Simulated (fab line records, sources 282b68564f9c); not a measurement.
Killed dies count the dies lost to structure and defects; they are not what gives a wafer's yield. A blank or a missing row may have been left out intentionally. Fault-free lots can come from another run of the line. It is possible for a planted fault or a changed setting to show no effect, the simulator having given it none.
Which tool did it? :: flow rit_cmos :: 13 lots with 39 wafers sampled at 3 steps, on a route of 202 steps

WHAT EACH GAUGE READ, for each wafer
RIT_M1_RS_MEAS_01: uses a four-point probe to measure. Usual: for M1_AL_RS the level is 0.0737 ohm/sq and the standard deviation is 0.0011.
lot: L656
measured: day 3 14:11
on: film_metro-02
M1_AL_RS (ohm/sq): 0.0731 0.0738 0.0743
flag: 

lot: L657
measured: day 3 17:48
on: film_metro-04
M1_AL_RS (ohm/sq): 0.0749 0.0740 0.0752
flag: 

lot: L659
measured: day 4 07:13
on: film_metro-02
M1_AL_RS (ohm/sq): 0.0751 0.0732 0.0734
flag: 

lot: L660
measured: day 4 10:58
on: film_metro-02
M1_AL_RS (ohm/sq): 0.0740 0.0747 0.0724
flag: 

lot: L661
measured: day 4 17:43
on: film_metro-04
M1_AL_RS (ohm/sq): 0.0743 0.0759 0.0731
flag: 

lot: L662
measured: day 4 21:16
on: film_metro-01
M1_AL_RS (ohm/sq): 0.0717 0.0731 0.0743
flag: 

lot: L664
measured: day 5 08:33
on: film_metro-04
M1_AL_RS (ohm/sq): 0.0733 0.0740 0.0716
flag: 

lot: L666
measured: day 5 15:24
on: film_metro-01
M1_AL_RS (ohm/sq): 0.0744 0.0743 0.0756
flag: 

lot: L671
measured: day 6 18:34
on: film_metro-04
M1_AL_RS (ohm/sq): 0.0724 0.0739 0.0687 0.0726 0.0740 0.0687
flag: 

lot: L673
measured: day 7 04:02
on: film_metro-04
M1_AL_RS (ohm/sq): 0.0737 0.0739 0.0733
flag: 

lot: L674
measured: day 7 11:13
on: film_metro-02
M1_AL_RS (ohm/sq): 0.0746 0.0746 0.0732
flag: 

lot: L677
measured: day 8 01:05
on: film_metro-04
M1_AL_RS (ohm/sq): 0.0742 0.0730 0.0725
flag: 

lot: L678
measured: day 8 02:43
on: film_metro-04
M1_AL_RS (ohm/sq): 0.0720 0.0736 0.0726
flag: 

RIT_M1_THK_MEAS_02: measures by xrf. Usual: for M1_AL_THK the level is 401 nm and the standard deviation is 6.4.
lot: L656
measured: day 3 14:18
on: film_metro-02
M1_AL_THK (nm): 403 400 396
flag: 

lot: L657
measured: day 3 17:55
on: film_metro-04
M1_AL_THK (nm): 396 402 397
flag: 

lot: L659
measured: day 4 07:20
on: film_metro-02
M1_AL_THK (nm): 389 400 400
flag: 

lot: L660
measured: day 4 11:05
on: film_metro-02
M1_AL_THK (nm): 398 395 406
flag: 

lot: L661
measured: day 4 17:50
on: film_metro-04
M1_AL_THK (nm): 398 391 406
flag: 

lot: L662
measured: day 4 21:23
on: film_metro-01
M1_AL_THK (nm): 410 405 397
flag: 

lot: L664
measured: day 5 08:39
on: film_metro-04
M1_AL_THK (nm): 404 398 414
flag: 

lot: L666
measured: day 5 15:31
on: film_metro-01
M1_AL_THK (nm): 397 400 391
flag: 

lot: L671
measured: day 6 23:43
on: film_metro-04
M1_AL_THK (nm): 411 402 432 409 401 428
flag: 

lot: L673
measured: day 7 04:10
on: film_metro-04
M1_AL_THK (nm): 403 403 407
flag: 

lot: L674
measured: day 7 11:20
on: film_metro-02
M1_AL_THK (nm): 396 394 403
flag: 

lot: L677
measured: day 8 01:12
on: film_metro-04
M1_AL_THK (nm): 400 405 411
flag: 

lot: L678
measured: day 8 02:49
on: film_metro-04
M1_AL_THK (nm): 415 406 412
flag: 

TOOL THAT RAN EACH LOT (tool first, then ch and the chambers of the sampled wafers, then the start)
lot: L656
RIT_M1_SPUTTER_00: pvd_sputter-04, day 3 13:53

lot: L657
RIT_M1_SPUTTER_00: pvd_sputter-03, day 3 17:29

lot: L659
RIT_M1_SPUTTER_00: pvd_sputter-03, day 4 06:55

lot: L660
RIT_M1_SPUTTER_00: pvd_sputter-04, day 4 10:40

lot: L661
RIT_M1_SPUTTER_00: pvd_sputter-03, day 4 17:25

lot: L662
RIT_M1_SPUTTER_00: pvd_sputter-04, day 4 20:58

lot: L664
RIT_M1_SPUTTER_00: pvd_sputter-04, day 5 08:13

lot: L666
RIT_M1_SPUTTER_00: pvd_sputter-04, day 5 15:07

lot: L671
RIT_M1_SPUTTER_00: pvd_sputter-03, day 6 18:13

lot: L673
RIT_M1_SPUTTER_00: pvd_sputter-02, day 7 03:44

lot: L674
RIT_M1_SPUTTER_00: pvd_sputter-04, day 7 10:55

lot: L677
RIT_M1_SPUTTER_00: pvd_sputter-04, day 8 00:46

lot: L678
RIT_M1_SPUTTER_00: pvd_sputter-02, day 8 02:24
- RIT_M1_SPUTTER_00: material Al, target thk 400 nm, time 500 s.

AS READ BY THE TOOLS THEMSELVES (means over the sampled wafers that have a number; for cases with no such wafer, the mark the record gives instead)
RIT_M1_SPUTTER_00. Usual: throttle_valve_pct 29.9 %, standard deviation 1.2.
lot: L656
tool: pvd_sputter-04
throttle_valve_pct (%): 29.1
flag: 

lot: L657
tool: pvd_sputter-03
throttle_valve_pct (%): 30.0
flag: 

lot: L659
tool: pvd_sputter-03
throttle_valve_pct (%): 29.9
flag: 

lot: L660
tool: pvd_sputter-04
throttle_valve_pct (%): 30.7
flag: 

lot: L661
tool: pvd_sputter-03
throttle_valve_pct (%): 30.0
flag: 

lot: L662
tool: pvd_sputter-04
throttle_valve_pct (%): 30.6
flag: 

lot: L664
tool: pvd_sputter-04
throttle_valve_pct (%): 29.9
flag: 

lot: L666
tool: pvd_sputter-04
throttle_valve_pct (%): 29.7
flag: 

lot: L671
tool: pvd_sputter-03
throttle_valve_pct (%): 30.6
flag: 

lot: L673
tool: pvd_sputter-02
throttle_valve_pct (%): 28.4
flag: 

lot: L674
tool: pvd_sputter-04
throttle_valve_pct (%): 30.6
flag: 

lot: L677
tool: pvd_sputter-04
throttle_valve_pct (%): 30.7
flag: 

lot: L678
tool: pvd_sputter-02
throttle_valve_pct (%): 28.3
flag: 

THE ANSWER, worked out from the rows above alone
Rule: a lot is off if the mean of its wafers that have a number lies more than 3 standard deviations from the usual mean. A lot without any number at a reading at which 4 lots or more have one is off too. Where the step has rows for the other lots, those lots are counted as sound. First the gauges in route order, then the tools' own readings, where a lot's mean is used as printed above. The first step at which some lot is off is used, and at that step the reading that is off furthest; a lot without a number counts as furthest.
No lot is off on any of the readings shown, so nothing can be concluded from this.

WHAT HAD BEEN PUT IN BY THE SIMULATOR
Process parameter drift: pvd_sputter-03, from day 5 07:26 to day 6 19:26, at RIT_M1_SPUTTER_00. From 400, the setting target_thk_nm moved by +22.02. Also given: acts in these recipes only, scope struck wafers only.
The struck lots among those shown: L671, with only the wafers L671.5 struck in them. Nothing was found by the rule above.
